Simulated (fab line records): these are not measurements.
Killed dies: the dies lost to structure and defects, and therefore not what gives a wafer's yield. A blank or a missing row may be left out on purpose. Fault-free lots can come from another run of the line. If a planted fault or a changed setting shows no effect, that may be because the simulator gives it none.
Chamber matching | flow berkeleyCmos170 | UCB170_GATE_ETCH_15 on rieSi-02 has 4 sister chambers
The step etches poly-Si in HBr/Cl2, stops on SiO2, time 56.3 s, target depth 278.2 nm. 4 wafers are shown with their chamber, then 7 later ones without.

WAFERS WITH THEIR CHAMBER
wafer  | chamber | throttleValvePct (%)
L887.4 | 0       | 26.16
L894.1 | 2       | 26.15
L901.2 | 1       | 26.36
L901.3 | 3       | 26.49

WAFERS MISSING THEIR CHAMBER
wafer  | throttleValvePct (%)
L901.5 | 26.15
L903.1 | 26.37
L903.2 | 26.14
L903.4 | 26.37
L906.1 | 26.15
L906.3 | 26.36
L906.5 | 26.37

EACH ONE'S CHAMBER
wafer  | from the rows above     | in truth
L901.5 | can't be placed: 2 or 0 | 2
L903.1 | 1                       | 1
L903.2 | can't be placed: 2 or 0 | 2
L903.4 | 1                       | 1
L906.1 | can't be placed: 2 or 0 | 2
L906.3 | 1                       | 1
L906.5 | 1                       | 1
Correct placement for 4 of the 7. Not placeable from these rows: 3 (in 3, the candidates include the true chamber). Wrongly placed: 0.
How it was worked out, from the rows above alone: a wafer's distance from a chamber is the root of the sum, over the readings, of the square of ((its reading less the chamber's mean) divided by the reading's scatter). The wafer belongs to the nearest chamber; if the next one is less than 2 further off, it can't be placed. The mean given for a chamber averages the wafers shown for that chamber. The scatter: with one shown wafer a chamber, the root of the mean of the squares of how far each hidden wafer lies from its nearest shown one.
